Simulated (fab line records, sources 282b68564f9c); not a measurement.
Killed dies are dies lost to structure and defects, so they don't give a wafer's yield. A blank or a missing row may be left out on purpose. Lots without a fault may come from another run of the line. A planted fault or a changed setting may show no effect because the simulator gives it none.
fab line records | flow rit_cmos
record lots=5 wafers=23
route steps=202 shown GATE@91 REOX@101 NLDD@111 PLDD@119 SPACER@125 NSD@139 PSD@150 SDANNEAL@155 CONTACT@171
start_h: hours from the record's first day to the start of the lot's first wafer shown | wait_h: hours since the lot's step before | " the same as in the row above | L1.1+2: a row that stands for several wafers | - no value, or no start given | * or withheld: withheld | < > ~ a bound
route shown NAME@n: a module of which the file shows steps, and the number in the route of the first | usual: mean/standard deviation of fault-free wafers | same: alike in all rows | chamber/n: place in a boat | sites: the reading at each site | _std_site: their standard deviation | _edge_site: outer sites' mean less inner sites' | radius_mm: how far each site lies from the wafer's centre | mask NAME#n: copy n | behind: the tool/chamber that last shaped the wafer | hold: why the lot was held/for how many hours/how that ended | device: the transistor (n, p or np) that didn't switch | end of line: the same wafers' tests at the end of the route | a step without rows: its recipe alone | killed: dies lost to structure and defects at the first sort, not the wafer's yield | map: a wafer's dies, x killed, . not, _ none there
set.NAME: the setting as run; set.NAME@STEP: as run at that earlier step | model.NAME: the simulator's own value behind a step, which no gauge read
lots whose settings were changed on purpose; a table a step, a row a wafer
## steps
# step RIT_GATE_DEVELOP_15
# recipe resist=NOVOLAK develop_time_s=50 dev_temp_c=23
# columns lot.wafer tool chamber start_h wait_h set.develop_time_s
L074.1+3 litho_track-02 0 - - 50
L074.2+5+6 " 0 " " 55.76
L076.1+2+3+5+6 litho_track-03 0 - - 50
L077.2+4+5 litho_track-04 0 - - 50
L079.2+5+6 litho_track-03 0 - - 50
L079.3+4 " 0 " " 57.13
L083.1+4+6 litho_track-04 0 - - 57.04
L083.2+3 " 0 " " 50
# step RIT_GATE_HARDBAKE_18
# recipe resist=NOVOLAK temp_c=140 time_s=60
# columns lot.wafer tool chamber start_h wait_h set.resist_thk_nm@GATE_COAT_11 model.NOVOLAK_of_GATE_COAT_11.thk_nm
L074.1 litho_track-04 0 40.73 0.0 829 734.9
L074.2 " 0 " " 829 731.2
L074.3 " 0 " " 850 750.9
L074.5 " 0 " " 850 750.1
L074.6 " 0 " " 850 749.2
L076.1 litho_track-02 0 51.25 0.0 850 753.2
L076.2 " 0 " " 850 754
L076.3 " 0 " " 850 752.8
L076.5 " 0 " " 850 754.7
L076.6 " 0 " " 850 753.8
L077.2 litho_track-03 0 52.95 0.0 850 751.3
L077.4 " 0 " " 850 752.9
L077.5 " 0 " " 850 751.9
L079.2 litho_track-04 0 63.03 0.1 850 750.2
L079.3 " 0 " " 850 754.7
L079.4 " 0 " " 850 752.8
L079.5 " 0 " " 850 753.4
L079.6 " 0 " " 850 752.4
L083.1 litho_track-03 0 82.90 0.0 887.6 787.5
L083.2 " 0 " " 850 754.8
L083.3 " 0 " " 850 751.7
L083.4 " 0 " " 850 753.8
L083.6 " 0 " " 887.6 787.7
# step RIT_GATE_ETCH_19
# recipe chemistry=SF6/CHF3/O2 time_s=165 SF6_flow_sccm=30 CHF3_flow_sccm=30 O2_flow_sccm=5 target=poly-Si pressure_mtorr=40 rf_w=160 target_depth_a=3125 over_etch_frac=0.25 stop_on=SiO2
# columns lot.wafer tool chamber start_h wait_h set.resist_thk_nm@GATE_COAT_11 model.NOVOLAK_of_GATE_COAT_11.thk_nm
L074.1 rie_si-02 2 40.88 0.1 829 649.7
L074.2 " 0 " " 829 644.5
L074.3 " 3 " " 850 665
L074.5 " 2 " " 850 664.5
L074.6 " 3 " " 850 663.7
L076.1 rie_si-02 2 51.40 0.1 850 667.5
L076.2 " 1 " " 850 675.4
L076.3 " 0 " " 850 666.2
L076.5 " 3 " " 850 669.3
L076.6 " 0 " " 850 667.6
L077.2 rie_si-01 2 53.07 0.1 850 670.2
L077.4 " 3 " " 850 669
L077.5 " 2 " " 850 671.2
L079.2 rie_si-01 0 63.16 0.1 850 666
L079.3 " 1 " " 850 674
L079.4 " 2 " " 850 671.8
L079.5 " 3 " " 850 670.7
L079.6 " 0 " " 850 668.5
L083.1 rie_si-01 1 83.05 0.1 887.6 707.7
L083.2 " 0 " " 850 670.2
L083.3 " 3 " " 850 668.9
L083.4 " 2 " " 850 673.4
L083.6 " 3 " " 887.6 704.3
# step RIT_REOX_OXIDATION_03
# recipe temp_c=900 ambient=O2 target_thk_a=252 ox_time_s=5580
# columns lot.wafer tool chamber start_h wait_h set.ox_time_s model.SiO2_of_REOX_OXIDATION_03.thk_nm
L074.1 - - - 0.6 5286 24.45
L074.2 " - " " 5286 24.48
L074.3 " - " " 5286 24.09
L074.5 " - " " 5286 24.53
L074.6 " - " " 5286 24.47
L076.1 - - - 0.0 5015 23.13
L076.2 " - " " 5015 23.14
L076.3 " - " " 5015 23.12
L076.5 " - " " 5015 23.48
L076.6 " - " " 5015 22.79
L077.2 furnace-01 0 54.44 0.5 5580 24.95
L077.4 " 0 " " 5580 25.02
L077.5 " 0 " " 5580 24.69
L079.2+5 - - - 0.0 4895 23.16
L079.3 " - " " 4895 22.88
L079.4 " - " " 4895 23.33
L079.6 " - " " 4895 23.24
L083.1 - - - 1.4 5580 25.54
L083.2 " - " " 5580 25.28
L083.3 " - " " 5580 25.36
L083.4 " - " " 5580 25.4
L083.6 " - " " 5580 25.34
# step RIT_REOX_THK_MEAS_04
# recipe reads=SiO2_of_REOX_OXIDATION_03
# usual REOX_OXIDE_THK=25.1/0.38
# columns lot.wafer tool chamber start_h wait_h set.ox_time_s@REOX_OXIDATION_03 REOX_OXIDE_THK[nm]
L074.1 film_metro-01 - - - 5286 24.4
L074.2 " - " " 5286 24.5
L074.3 " - " " 5286 24.2
L074.5 " - " " 5286 24.5
L074.6 " - " " 5286 24.5
L076.1 film_metro-02 - - - 5015 23.2
L076.2 " - " " 5015 23.1
L076.3 " - " " 5015 23.2
L076.5 " - " " 5015 23.5
L076.6 " - " " 5015 22.8
L077.2 film_metro-02 - 57.00 0.0 5580 24.9
L077.4 " - " " 5580 25.0
L077.5 " - " " 5580 24.7
L079.2 film_metro-04 - - - 4895 23.2
L079.3 " - " " 4895 22.9
L079.4 " - " " 4895 23.3
L079.5 " - " " 4895 23.2
L079.6 " - " " 4895 23.2
L083.1 film_metro-04 - - - 5580 25.5
L083.2 " - " " 5580 25.3
L083.3 " - " " 5580 25.4
L083.4 " - " " 5580 25.4
L083.6 " - " " 5580 25.4
# step RIT_NLDD_IMPLANT_08
# recipe species=P energy_kev=20 dose_cm2=5e+14 tilt_deg=7
# columns lot.wafer tool chamber start_h wait_h set.dose_cm2
L074.1+3+6 implanter-02 0 46.03 0.1 5e+14
L074.2+5 " 0 " " 4.629e+14
L076.1+3+5 implanter-01 0 55.85 0.1 5.271e+14
L076.2+6 " 0 " " 5e+14
L077.2+4+5 implanter-04 0 58.12 0.1 5e+14
L079.2+3+4+5+6 implanter-01 0 67.86 0.1 5e+14
L083.1+3 implanter-02 0 88.93 0.1 5e+14
L083.2+4+6 " 0 " " 4.805e+14
# step RIT_NLDD_STRIP_09
# recipe chemistry=O2 time_s=180 resist=NOVOLAK platen_temp_c=withheld power_w=500 pressure_mtorr=4000 o2_flow_sccm=4000
# step RIT_NLDD_TW_MEAS_10
# usual NLDD_TW=2504/23
# columns lot.wafer tool chamber start_h wait_h set.dose_cm2@NLDD_IMPLANT_08 NLDD_TW
L074.1 film_metro-01 - 46.36 0.1 5e+14 2518
L074.2 " - " " 4.629e+14 2479
L074.3 " - " " 5e+14 2526
L074.5 " - " " 4.629e+14 2484
L074.6 " - " " 5e+14 2529
L076.1 film_metro-01 - 56.17 0.1 5.271e+14 2569
L076.2 " - " " 5e+14 2522
L076.3 " - " " 5.271e+14 2558
L076.5 " - " " 5.271e+14 2547
L076.6 " - " " 5e+14 2527
L077.2 film_metro-02 - 58.43 0.1 5e+14 2478
L077.4 " - " " 5e+14 2468
L077.5 " - " " 5e+14 2474
L079.2 film_metro-01 - 68.17 0.1 5e+14 2528
L079.3 " - " " 5e+14 2509
L079.4 " - " " 5e+14 2519
L079.5 " - " " 5e+14 2510
L079.6 " - " " 5e+14 2507
L083.1 film_metro-03 - 89.25 0.1 5e+14 2510
L083.2 " - " " 4.805e+14 2475
L083.3 " - " " 5e+14 2499
L083.4 " - " " 4.805e+14 2462
L083.6 " - " " 4.805e+14 2476
# step RIT_PLDD_DEVELOP_05
# recipe resist=NOVOLAK develop_time_s=50 dev_temp_c=23
# columns lot.wafer tool chamber start_h wait_h set.dev_temp_c
L074.1+3+5 litho_track-02 0 - - 23
L074.2+6 " 0 " " 19.93
L076.1+2+5 litho_track-02 0 - - 23
L076.3+6 " 0 " " 26.29
L077.2+4+5 litho_track-02 0 - - 23
L079.2+4 litho_track-03 0 - - 23
L079.3+5+6 " 0 " " 24.81
L083.1+2+3 litho_track-02 0 - - 23
L083.4+6 " 0 " " 20.84
# step RIT_PLDD_HARDBAKE_07
# recipe resist=NOVOLAK temp_c=140 time_s=60
# step RIT_PLDD_STRIP_09
# recipe chemistry=O2 time_s=180 resist=NOVOLAK platen_temp_c=withheld power_w=500 pressure_mtorr=4000 o2_flow_sccm=4000
# step RIT_SPACER_CLEAN_00
# recipe chemistry=SC1 mix=3:3:50 time_s=600 temp_c=75
# columns lot.wafer tool chamber start_h wait_h set.ox_time_s@REOX_OXIDATION_03 model.SiO2_of_REOX_OXIDATION_03.thk_nm
L074.1 wet_bench-03 0 47.97 0.1 5286 22.54
L074.2 " 0 " " 5286 22.57
L074.3 " 0 " " 5286 22.2
L074.5 " 0 " " 5286 22.61
L074.6 " 0 " " 5286 22.56
L076.1 wet_bench-01 1 57.92 0.1 5015 21.32
L076.2 " 1 " " 5015 21.33
L076.3 " 1 " " 5015 21.31
L076.5 " 1 " " 5015 21.64
L076.6 " 1 " " 5015 21.02
L077.2 wet_bench-04 2 59.99 0.0 5580 23.05
L077.4 " 2 " " 5580 23.11
L077.5 " 2 " " 5580 22.81
L079.2 wet_bench-04 1 69.77 0.0 4895 21.39
L079.3 " 1 " " 4895 21.14
L079.4 " 1 " " 4895 21.54
L079.5 " 1 " " 4895 21.4
L079.6 " 1 " " 4895 21.46
L083.1 wet_bench-01 2 90.74 0.1 5580 23.55
L083.2 " 2 " " 5580 23.31
L083.3 " 2 " " 5580 23.39
L083.4 " 2 " " 5580 23.42
L083.6 " 2 " " 5580 23.37
# step RIT_NSD_IMPLANT_08
# recipe species=P energy_kev=25 dose_cm2=1e+15 tilt_deg=7
# columns lot.wafer tool chamber start_h wait_h set.energy_kev model.implant.rp_nm model.implant.drp_nm
L074.1+6 implanter-03 0 52.68 0.1 26.01 31.76 15.2
L074.2+3+5 " 0 " " 25 30.93 14.84
L076.1+2 implanter-03 0 62.23 0.1 26.29 33.66 15.29
L076.3+5+6 " 0 " " 25 32.53 14.84
L077.2+4+5 implanter-02 0 64.05 0.1 25 33.12 14.84
L079.2+3+5 implanter-03 0 73.53 0.1 25 32.3 14.84
L079.4+6 " 0 " " 26.21 33.35 15.27
L083.1+4 implanter-04 0 94.41 0.1 25 32 14.84
L083.2+3+6 " 0 " " 26.04 32.9 15.21
# step RIT_PSD_IMPLANT_08
# recipe species=BF2 energy_kev=27 dose_cm2=5e+15 tilt_deg=7
# columns lot.wafer tool chamber start_h wait_h set.energy_kev model.implant.drp_nm
L074.1+2+3+5+6 implanter-04 0 54.10 0.1 27 12.05
L076.1+2+3 implanter-03 0 63.77 0.1 27 12.05
L076.5+6 " 0 " " 28.13 12.4
L077.2+4+5 implanter-03 0 65.59 0.1 27 12.05
L079.2+5 implanter-01 0 74.95 0.1 28 12.36
L079.3+4+6 " 0 " " 27 12.05
L083.1+6 implanter-01 0 96.15 0.1 27 12.05
L083.2+3+4 " 0 " " 27.5 12.2
# step RIT_PSD_STRIP_09
# recipe chemistry=O2 time_s=180 resist=NOVOLAK platen_temp_c=withheld power_w=500 pressure_mtorr=4000 o2_flow_sccm=4000
# step RIT_SDANNEAL_CLEAN_02
# recipe chemistry=SC2 mix=3:3:50 time_s=600 temp_c=75 dry=n2_spin
# step RIT_SDANNEAL_RTA_03
# recipe temp_c=1050 time_s=5 idle_temp_c=600 ramp_up_c_per_s=342 ramp_down_c_per_s=171 cool_to_c=600 ambient=N2
# step RIT_SDANNEAL_RS_MEAS_04
# recipe thk_meas_gauge=four-point-probe
# usual PSD_RS=115.86/0.25
# columns lot.wafer tool chamber start_h wait_h set.energy_kev@PSD_IMPLANT_08 PSD_RS[ohm/sq]
L074.1 film_metro-01 - 54.98 0.0 27 115.53
L074.2 " - " " 27 115.74
L074.3 " - " " 27 115.67
L074.5 " - " " 27 115.38
L074.6 " - " " 27 115.55
L076.1 film_metro-02 - 64.61 0.0 27 115.85
L076.2 " - " " 27 115.60
L076.3 " - " " 27 115.88
L076.5 " - " " 28.13 113.43
L076.6 " - " " 28.13 113.59
L077.2 film_metro-03 - 66.41 0.1 27 115.82
L077.4 " - " " 27 115.67
L077.5 " - " " 27 116.00
L079.2 film_metro-03 - 75.78 0.1 28 114.02
L079.3 " - " " 27 116.01
L079.4 " - " " 27 116.09
L079.5 " - " " 28 114.24
L079.6 " - " " 27 116.01
L083.1 film_metro-01 - 97.00 0.0 27 115.57
L083.2 " - " " 27.5 114.70
L083.3 " - " " 27.5 115.12
L083.4 " - " " 27.5 114.94
L083.6 " - " " 27 116.15
# step RIT_SDANNEAL_RS_MEAS_05
# recipe thk_meas_gauge=four-point-probe
# usual NSD_RS=84.54/0.25
# columns lot.wafer tool chamber start_h wait_h set.energy_kev@NSD_IMPLANT_08 NSD_RS[ohm/sq]
L074.1 film_metro-01 - 55.10 0.1 26.01 84.34
L074.2 " - " " 25 84.63
L074.3 " - " " 25 84.66
L074.5 " - " " 25 84.98
L074.6 " - " " 26.01 84.17
L076.1 film_metro-02 - 64.73 0.1 26.29 83.98
L076.2 " - " " 26.29 84.16
L076.3 " - " " 25 84.74
L076.5 " - " " 25 84.72
L076.6 " - " " 25 84.74
L077.2 film_metro-03 - 66.53 0.1 25 84.39
L077.4 " - " " 25 84.37
L077.5 " - " " 25 84.71
L079.2 film_metro-03 - 75.90 0.1 25 84.47
L079.3 " - " " 25 84.36
L079.4 " - " " 26.21 83.65
L079.5 " - " " 25 84.40
L079.6 " - " " 26.21 83.88
L083.1 film_metro-01 - 97.12 0.1 25 84.52
L083.2 " - " " 26.04 83.90
L083.3 " - " " 26.04 84.06
L083.4 " - " " 25 84.67
L083.6 " - " " 26.04 83.95
# step RIT_SDANNEAL_RS_MEAS_07
# recipe thk_meas_gauge=four-point-probe
# usual NLDD_RS=151.3/0.56
# columns lot.wafer tool chamber start_h wait_h set.dose_cm2@NLDD_IMPLANT_08 NLDD_RS[ohm/sq]
L074.1 film_metro-01 - 55.34 0.1 5e+14 151.5
L074.2 " - " " 4.629e+14 161.3
L074.3 " - " " 5e+14 151.2
L074.5 " - " " 4.629e+14 161.0
L074.6 " - " " 5e+14 151.2
L076.1 film_metro-02 - 64.97 0.1 5.271e+14 144.9
L076.2 " - " " 5e+14 152.2
L076.3 " - " " 5.271e+14 145.5
L076.5 " - " " 5.271e+14 145.4
L076.6 " - " " 5e+14 151.7
L077.2 film_metro-03 - 66.77 0.1 5e+14 151.5
L077.4 " - " " 5e+14 151.2
L077.5 " - " " 5e+14 151.3
L079.2 film_metro-03 - 76.14 0.1 5e+14 150.5
L079.3 " - " " 5e+14 150.8
L079.4 " - " " 5e+14 151.0
L079.5 " - " " 5e+14 151.3
L079.6 " - " " 5e+14 151.3
L083.1 film_metro-01 - 97.36 0.1 5e+14 151.2
L083.2 " - " " 4.805e+14 157.0
L083.3 " - " " 5e+14 151.7
L083.4 " - " " 4.805e+14 156.5
L083.6 " - " " 4.805e+14 156.6
# step RIT_CONTACT_COAT_03
# recipe resist=NOVOLAK spin_rpm=3250 resist_thk_nm=1000
# columns lot.wafer tool chamber start_h wait_h set.resist_thk_nm model.NOVOLAK_of_CONTACT_COAT_03.thk_nm
L074.1 litho_track-01 0 56.24 0.1 1032 1031
L074.2 " 0 " " 1032 1035
L074.3 " 0 " " 1000 1000
L074.5 " 0 " " 1000 999.1
L074.6 " 0 " " 1000 999.4
L076.1 litho_track-01 0 65.99 0.1 1000 1001
L076.2+6 " 0 " " 1000 1002
L076.3 " 0 " " 1000 1000
L076.5 " 0 " " 1000 999.1
L077.2+4 litho_track-02 0 67.68 0.1 1000 1001
L077.5 " 0 " " 1000 998.7
L079.2+6 litho_track-02 0 77.04 0.1 1044 1043
L079.3 " 0 " " 1000 999.1
L079.4 " 0 " " 1000 1001
L079.5 " 0 " " 1044 1047
L083.1 litho_track-02 0 98.26 0.1 1000 1005
L083.2 " 0 " " 1023 1030
L083.3 " 0 " " 1023 1028
L083.4 " 0 " " 1000 1006
L083.6 " 0 " " 1000 1007
# step RIT_CONTACT_DEVELOP_07
# recipe resist=NOVOLAK develop_time_s=120 dev_temp_c=23
# columns lot.wafer tool chamber start_h wait_h set.develop_time_s
L074.1+2+3+5+6 litho_track-01 0 - - 120
L076.1+2+3+5+6 litho_track-01 0 - - 120
L077.2+4+5 litho_track-01 0 - - 120
L079.2+4+5 litho_track-02 0 - - 126
L079.3+6 " 0 " " 120
L083.1+3 litho_track-04 0 - - 110.1
L083.2+4+6 " 0 " " 120
# step RIT_CONTACT_HARDBAKE_10
# recipe resist=NOVOLAK temp_c=140 time_s=60
# columns lot.wafer tool chamber start_h wait_h set.resist_thk_nm@CONTACT_COAT_03 model.NOVOLAK_of_CONTACT_COAT_03.thk_nm
L074.1 litho_track-02 0 57.21 0.0 1032 910.3
L074.2 " 0 " " 1032 913.7
L074.3 " 0 " " 1000 883.6
L074.5 " 0 " " 1000 882.5
L074.6 " 0 " " 1000 882.8
L076.1 litho_track-02 0 67.21 0.0 1000 884
L076.2+6 " 0 " " 1000 885.2
L076.3 " 0 " " 1000 883.4
L076.5 " 0 " " 1000 882.6
L077.2 litho_track-01 0 68.78 0.0 1000 884.5
L077.4 " 0 " " 1000 884.6
L077.5 " 0 " " 1000 882.2
L079.2 litho_track-01 0 78.14 0.0 1044 920.5
L079.3 " 0 " " 1000 882.6
L079.4 " 0 " " 1000 883.9
L079.5 " 0 " " 1044 924.6
L079.6 " 0 " " 1044 921.4
L083.1 litho_track-04 0 99.23 0.0 1000 888.1
L083.2 " 0 " " 1023 909.9
L083.3 " 0 " " 1023 907.7
L083.4 " 0 " " 1000 888.2
L083.6 " 0 " " 1000 889.3
# step RIT_CONTACT_ETCH_11
# recipe target_depth_a=4800 over_etch_frac=0.2 stop_on=TiSi2 chemistry=CHF3/CF4/Ar target=SiO2 CHF3_flow_sccm=50 cf4_flow_sccm=10 Ar_flow_sccm=100 O2_flow_sccm=5 pressure_mtorr=100 rf_w=200 time_s=320
# columns lot.wafer tool chamber start_h wait_h set.resist_thk_nm@CONTACT_COAT_03 model.NOVOLAK_of_CONTACT_COAT_03.thk_nm
L074.1 rie_diel-01 3 57.36 0.1 1032 794.1
L074.2 " 2 " " 1032 795.4
L074.3 " 1 " " 1000 770.3
L074.5 " 1 " " 1000 768.9
L074.6 " 2 " " 1000 763.7
L076.1 rie_diel-01 1 67.36 0.1 1000 772.1
L076.2 " 3 " " 1000 769.8
L076.3 " 2 " " 1000 765
L076.5 " 0 " " 1000 764.3
L076.6 " 1 " " 1000 772.8
L077.2 rie_diel-03 0 68.90 0.1 1000 765.5
L077.4 " 3 " " 1000 769.1
L077.5 " 2 " " 1000 765.9
L079.2 rie_diel-03 2 78.27 0.1 1044 802.1
L079.3 " 1 " " 1000 767.2
L079.4 " 3 " " 1000 767.1
L079.5 " 3 " " 1044 808.5
L079.6 " 0 " " 1044 800.9
L083.1 rie_diel-02 2 99.38 0.1 1000 776.4
L083.2 " 0 " " 1023 797.8
L083.3 " 1 " " 1023 789.6
L083.4 " 1 " " 1000 769.9
L083.6 " 2 " " 1000 777.5
## key
split step=RIT_GATE_DEVELOP_15 setting=develop_time_s stated=50 by=wafer
response none clear
split step=RIT_REOX_OXIDATION_03 setting=ox_time_s stated=5580 by=lot
response step=RIT_REOX_OXIDATION_03 reading=model.SiO2_of_REOX_OXIDATION_03.thk_nm change=+0.18 per=1% r=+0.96
response step=RIT_REOX_THK_MEAS_04 reading=REOX_OXIDE_THK change=+0.179 per=1% r=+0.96
response step=RIT_SPACER_CLEAN_00 reading=model.SiO2_of_REOX_OXIDATION_03.thk_nm change=+0.166 per=1% r=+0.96
split step=RIT_NLDD_IMPLANT_08 setting=dose_cm2 stated=5e+14 by=wafer
response step=RIT_NLDD_TW_MEAS_10 reading=NLDD_TW change=+6.28 per=1% r=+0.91
response step=RIT_SDANNEAL_RS_MEAS_07 reading=NLDD_RS change=-1.3 per=1% r=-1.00
split step=RIT_PLDD_DEVELOP_05 setting=dev_temp_c stated=23 by=wafer
response none clear
split step=RIT_NSD_IMPLANT_08 setting=energy_kev stated=25 by=wafer
response step=RIT_NSD_IMPLANT_08 reading=model.implant.rp_nm change=+0.215 per=1% r=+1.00
response step=RIT_NSD_IMPLANT_08 reading=model.implant.drp_nm change=+0.0887 per=1% r=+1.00
response step=RIT_SDANNEAL_RS_MEAS_05 reading=NSD_RS change=-0.134 per=1% r=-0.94
split step=RIT_PSD_IMPLANT_08 setting=energy_kev stated=27 by=wafer
response step=RIT_PSD_IMPLANT_08 reading=model.implant.drp_nm change=+0.0843 per=1% r=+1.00
response step=RIT_SDANNEAL_RS_MEAS_04 reading=PSD_RS change=-0.529 per=1% r=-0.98
split step=RIT_CONTACT_COAT_03 setting=resist_thk_nm stated=1000 by=wafer
response step=RIT_CONTACT_COAT_03 reading=model.NOVOLAK_of_CONTACT_COAT_03.thk_nm change=+10.2 per=1% r=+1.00
response step=RIT_CONTACT_HARDBAKE_10 reading=model.NOVOLAK_of_CONTACT_COAT_03.thk_nm change=+8.91 per=1% r=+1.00
response step=RIT_CONTACT_ETCH_11 reading=model.NOVOLAK_of_CONTACT_COAT_03.thk_nm change=+8.38 per=1% r=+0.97
split step=RIT_CONTACT_DEVELOP_07 setting=develop_time_s stated=120 by=wafer
response none clear
split outside_this_file step=RIT_GATE_COAT_11 setting=resist_thk_nm
# split outside_this_file: this setting was split too, and the file shows its column; the key of that split is in another file
